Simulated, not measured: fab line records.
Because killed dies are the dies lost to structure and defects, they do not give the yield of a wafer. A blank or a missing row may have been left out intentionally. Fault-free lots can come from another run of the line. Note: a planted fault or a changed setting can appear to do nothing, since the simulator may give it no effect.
fab line records | flow berkeley-cmos170
record lots=7 wafers=21 last-day=13
route steps=331 shown M2@290 V2@292
lots untouched by any fault: they come from a run of this same line in which no faults occurred
start-h: hours from the record's opening day to when the first of the lot's shown wafers began | wait-h: time in hours since the lot's previous step | " identical to the entry in the row above | L1.1+2: several wafers, shown together as one row | - no value present, or no start provided | * or withheld: withheld | < > ~ a bound
route shown NAME@n: a module of which the file shows steps, and the number in the route of the first | usual: average and standard deviation across the fault-free wafers | same: alike in all rows | chamber/n: place in a boat | sites: readings site by site | _std_site: standard deviation across them | _edge_site: outer sites' mean less inner sites' | radius-mm: how far each site lies from the wafer's centre | mask NAME#n: copy n | behind: the tool/chamber that last shaped the wafer | hold: why the lot was held/for how many hours/how that ended | device: the transistor (n, p or np) that didn't switch | end of line: the route-end tests of the same wafers | a step without rows: its recipe alone | killed: the dies lost at the first sort to structure and to defects; this is not the yield of the wafer | map: dies across one wafer; x = killed, . = not, _ = none there
set.NAME: the setting that was run; set.NAME@STEP: the one run at that earlier step | model.NAME: the simulator's own value behind a step, which no gauge read
lots seen at some steps along the route; tables by step, rows by wafer
services: the hour from which a tool's chamber was out of use, counted from the record's first day as start-h (under 0 if before that day), plus the number of hours and why
## steps
# step UCB170_M2_STRIP_19
# recipe chemistry=O2 power-w=400 pressure-mtorr=3500 platen-temp-c=withheld o2-flow-sccm=400 overash-fraction=0.5
# usual drypump-motor-current-A=5.7/0.36 oes-product-au=0.543/0.017
# columns lot.wafer tool chamber start-h wait-h drypump-motor-current-A oes-product-au rf-hours-counter-h
L370.2 plasma-asher-01 1 198.29 0.1 6.2 0.569 45
L370.5 " 1 " " 6.2 0.551 -
L370.6 " 0 " " 5.8 0.558 -
L379.1 plasma-asher-04 0 242.67 0.1 5.1 0.535 47
L379.3 " 1 " " 5.4 0.542 -
L379.4 " 0 " " 5.1 0.550 -
L383.3 plasma-asher-02 0 254.83 0.1 6.0 0.565 -
L383.4 " 1 " " 5.7 0.558 -
L383.5 " 0 " " 6.0 0.557 -
L384.1 plasma-asher-01 0 281.57 0.1 5.8 0.520 54
L384.4 " 0 " " 5.8 0.520 -
L384.5 " 1 " " 6.2 0.521 -
L385.3 plasma-asher-02 0 291.41 0.1 6.1 0.563 -
L385.4 " 1 " " 5.7 0.554 -
L385.6 " 1 " " 5.7 0.569 -
L390.2 plasma-asher-02 1 296.51 0.1 5.7 0.551 20
L390.3 " 0 " " 6.0 0.563 -
L390.5 " 0 " " 6.0 0.556 -
L391.2 plasma-asher-04 1 300.40 0.1 5.4 0.513 52
L391.3 " 1 " " 5.4 0.548 -
L391.6 " 1 " " 5.4 0.500 -
# step UCB170_M2_CD_MEAS_90
# recipe target-cd-nm=700
# usual cd-nm=700/3.6
# columns lot.wafer tool chamber start-h wait-h cd-nm
L370.2 cd-sem-01 - 198.58 0.3 704
L370.5 " - " " 695
L370.6 " - " " 704
L379.1 cd-sem-02 - 242.77 0.1 696
L379.3 " - " " 698
L379.4 " - " " 697
L383.3 cd-sem-02 - 254.93 0.1 705
L383.4 " - " " 694
L383.5 " - " " 705
L384.1 cd-sem-01 - 281.67 0.1 701
L384.4 " - " " 701
L384.5 " - " " 703
L385.3 cd-sem-02 - 291.52 0.1 707
L385.4 " - " " 694
L385.6 " - " " 705
L390.2 cd-sem-01 - 296.72 0.2 703
L390.3 " - " " 705
L390.5 " - " " 705
L391.2 cd-sem-01 - 300.52 0.1 703
L391.3 " - " " 700
L391.6 " - " " 705
# step UCB170_V2_CVD_00
# recipe material=SiO2 target-thk-nm=2000 temp-c=390 precursor=TEOS/O2 time-s=250 rf-w=550 pressure-mtorr=9000
# usual heater-power-w=232/53
# columns lot.wafer tool chamber start-h wait-h heater-power-w since-wet-clean-h
L370.2 pecvd-03 2 198.68 0.1 203 170
L370.5 " 0 " " 338 -
L370.6 " 2 " " 150 -
L379.1 pecvd-03 1 242.89 0.1 226 214
L379.3 " 0 " " 358 214
L379.4 " 0 " " 261 -
L383.3 pecvd-03 2 255.01 0.1 206 227
L383.4 " 0 " " 260 -
L383.5 " 2 " " 145 -
L384.1 pecvd-03 1 281.79 0.1 236 253
L384.4 " 0 " " 257 -
L384.5 " 2 " " 147 -
L385.3 pecvd-03 0 291.60 0.1 274 263
L385.4 " 2 " " 152 -
L385.6 " 0 " " 342 -
L390.2 pecvd-02 0 296.82 0.1 253 147
L390.3 " 1 " " 313 147
L390.5 " 1 " " 228 -
L391.2 pecvd-04 1 300.62 0.1 222 44
L391.3 " 0 " " 284 44
L391.6 " 1 " " 150 -
# step UCB170_V2_THK_MEAS_01
# recipe reads=SiO2_of_V2_CVD_00
# usual V2_TEOS_THK=2008/23
# columns lot.wafer tool chamber start-h wait-h V2_TEOS_THK[nm]
L370.2 film-metro-01 - 198.90 0.1 1981
L370.5 " - " " 2035
L370.6 " - " " 2032
L379.1 film-metro-04 - 243.05 0.1 2002
L379.3 " - " " 2016
L379.4 " - " " 2020
L383.3 film-metro-04 - 255.19 0.1 1976
L383.4 " - " " 2037
L383.5 " - " " 2036
L384.1 film-metro-01 - 281.94 0.1 2026
L384.4 " - " " 2045
L384.5 " - " " 2043
L385.3 film-metro-04 - 291.77 0.1 1993
L385.4 " - " " 2050
L385.6 " - " " 2003
L390.2 film-metro-03 - 296.98 0.1 1980
L390.3 " - " " 2002
L390.5 " - " " 2020
L391.2 film-metro-03 - 300.79 0.1 1971
L391.3 " - " " 2002
L391.6 " - " " 2007
# step UCB170_V2_CMP_02
# recipe material=SiO2 down-force-psi=6 platen-rpm=60 pad-velocity-m-s=0.75398
# usual motor-current-A=17.2/1.5 platen-rpm=60.00/0.045
# columns lot.wafer tool chamber start-h wait-h motor-current-A platen-rpm
L370.2 cmp-01 2 199.10 0.2 19.0 60.04
L370.5 " 3 " " 14.3 59.98
L370.6 " 0 " " 17.8 59.97
L379.4 cmp-02 1 243.11 0.0 15.8 59.91
L379.3 " 3 " " 15.5 60.01
L379.1 " 0 " " 17.3 59.99
L383.4 cmp-02 2 255.23 0.0 17.8 60.01
L383.3 " 1 " " 16.3 60.10
L383.5 " 3 " " 16.5 59.97
L384.4 cmp-02 1 282.00 0.0 16.1 59.90
L384.1 " 3 " " 16.8 59.89
L384.5 " 1 " " 16.1 59.93
L385.3 cmp-01 0 291.86 0.1 17.9 60.00
L385.4 " 1 " " 16.9 60.00
L385.6 " 0 " " 17.1 59.99
L390.2 cmp-02 0 297.03 0.0 18.1 60.00
L390.3 " 1 " " 16.5 59.95
L390.5 " 1 " " 15.6 59.94
L391.3 cmp-02 2 300.84 0.0 17.9 60.12
L391.2 " 0 " " 17.4 59.96
L391.6 " 2 " " 19.3 60.10
# step UCB170_V2_BOW_MEAS_03
# recipe mode=bow
# usual V2_BOW=35/7.3
# columns lot.wafer tool chamber start-h wait-h V2_BOW[um]
L370.2 film-metro-03 - 199.27 0.1 31
L370.5 " - " " 30
L370.6 " - " " 29
L379.1 film-metro-03 - 243.41 0.1 32
L379.3 " - " " 36
L379.4 " - " " 28
L383.3 film-metro-03 - 255.57 0.1 40
L383.4 " - " " 26
L383.5 " - " " 26
L384.1 film-metro-03 - 282.30 0.1 44
L384.4 " - " " 22
L384.5 " - " " 31
L385.3 film-metro-01 - 292.15 0.2 46
L385.4 " - " " 36
L385.6 " - " " 46
L390.2 film-metro-03 - 297.35 0.3 26
L390.3 " - " " 38
L390.5 " - " " 30
L391.2 film-metro-01 - 301.16 0.2 44
L391.3 " - " " 49
L391.6 " - " " 45
# step UCB170_V2_THK_MEAS_04
# recipe reads=SiO2_of_V2_CVD_00
# usual V2_POLISHED_THK=1000.2/1.1
# columns lot.wafer tool chamber start-h wait-h V2_POLISHED_THK[nm]
L370.2 film-metro-03 - 199.38 0.1 998.9
L370.5 " - " " 999.1
L370.6 " - " " 999.3
L379.1 film-metro-03 - 243.53 0.1 999.3
L379.3 " - " " 1000.5
L379.4 " - " " 1001.3
L383.3 film-metro-03 - 255.67 0.1 1000.2
L383.4 " - " " 1000.8
L383.5 " - " " 999.7
L384.1 film-metro-03 - 282.42 0.1 1001.5
L384.4 " - " " 1000.6
L384.5 " - " " 1001.1
L385.3 film-metro-01 - 292.25 0.1 1002.3
L385.4 " - " " 1001.8
L385.6 " - " " 1001.3
L390.2 film-metro-03 - 297.46 0.1 999.2
L390.3 " - " " 998.8
L390.5 " - " " 999.2
L391.2 film-metro-01 - 301.27 0.1 1001.0
L391.3 " - " " 1003.0
L391.6 " - " " 1001.8
# step UCB170_V2_CLEAN_05
# recipe chemistry=DIW
# step UCB170_V2_HMDS_06
# recipe prime-time-s=60 prime-temp-c=100
# step UCB170_V2_COAT_07
# recipe resist=KrF spin-rpm=1500 resist-thk-nm=900
# step UCB170_V2_SOFTBAKE_08
# recipe resist=KrF temp-c=130 time-s=60
# step UCB170_V2_EXPOSE_09
# recipe mask-id=VIA2 target-cd-nm=700 na=0.5 sigma-outer=0.6 source-shape=conventional dose-mj=37
# step UCB170_V2_PEB_10
# recipe peb-temp-c=130 peb-time-s=withheld resist=KrF
# usual chill-plate-temp-C=23.01/0.1 exhaust-pa=44.9/0.86 plate-temp-C=129.99/0.16
# columns lot.wafer tool chamber start-h wait-h chill-plate-temp-C exhaust-pa plate-temp-C
L370.2 litho-track-01 0 200.89 0.3 23.05 46.0 130.23
L370.5 " 0 " " 23.00 46.1 130.08
L370.6 " 0 " " 22.96 46.7 130.03
L379.1 litho-track-03 - 244.47 0.1 - - -
L379.3 " - " " - - -
L379.4 " - " " - - -
L383.3 litho-track-04 - 256.68 0.1 - - -
L383.4 " - " " - - -
L383.5 " - " " - - -
L384.1 litho-track-04 - 284.60 0.8 - - -
L384.4 " - " " - - -
L384.5 " - " " - - -
L385.3 litho-track-01 0 294.22 0.8 22.88 44.2 129.89
L385.4 " 0 " " 23.21 44.4 129.94
L385.6 " 0 " " 22.98 44.1 130.09
L390.2 litho-track-03 0 298.95 0.3 23.18 45.4 129.85
L390.3 " 0 " " 23.08 43.1 129.83
L390.5 " 0 " " 23.05 44.6 129.87
L391.2 litho-track-03 0 302.67 0.3 23.10 45.7 130.39
L391.3 " 0 " " 23.18 44.0 130.20
L391.6 " 0 " " 23.20 43.8 130.41
# step UCB170_V2_DEVELOP_11
# recipe developer=TMAH develop-time-s=45 resist=KrF dev-temp-c=21
## services
# columns tool chamber start-h hours kind
pecvd-02 1 180.86 31.9 repair
cmp-01 - 181.35 3.0 repair
plasma-asher-04 - 195.78 6.0 repair
cmp-01 - 201.31 9.0 pm
cmp-02 - 208.63 2.0 repair
pecvd-02 - 219.19 14.6 pm
plasma-asher-04 - 231.39 4.7 repair
pecvd-03 0 232.12 6.2 repair
cmp-01 - 232.21 4.0 pm
cmp-01 - 236.21 - consumable-replace:conditioner
cmp-01 - 236.21 - consumable-replace:pad
pecvd-04 - 242.51 14.0 pm
pecvd-04 0 242.51 14.0 vent-cycle
pecvd-04 1 242.51 14.0 vent-cycle
pecvd-04 2 242.51 14.0 vent-cycle
plasma-asher-02 - 252.43 1.0 repair
plasma-asher-04 - 254.25 15.7 repair
pecvd-04 0 256.51 - clean
pecvd-04 1 256.51 - clean
pecvd-04 2 256.51 - clean
cmp-02 - 267.81 7.2 pm
pecvd-04 - 273.51 14.6 pm
pecvd-03 - 296.12 1.3 repair
## key
first-sign step=UCB170_V2_PEB_10 reading=tool-record direction=missing
effect none on later readings
met-at UCB170_V2_PEB_10
struck-wafers L379.1,L379.3,L379.4,L383.3,L383.4,L383.5,L384.1,L384.4,L384.5
later-rows-left-out L379.1,L379.3,L379.4,L383.3,L383.4,L383.5,L384.1,L384.4,L384.5
sort-left-out L379.1,L379.3,L379.4,L383.3,L383.4,L383.5,L384.1,L384.4,L384.5
fault kind=skipped-step-whole tool=litho-track-03,litho-track-04 chamber=- onset-h=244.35 steps=UCB170_V2_PEB_10 scope=struck-lots-only
# sort-left-out: the simulated sort isn't trusted on such a fault, so these wafers' sort isn't shown, and their yield isn't known
# later-rows-left-out: the simulator's readings of these wafers behind a module that went badly wrong aren't trusted and aren't shown, but for the sort
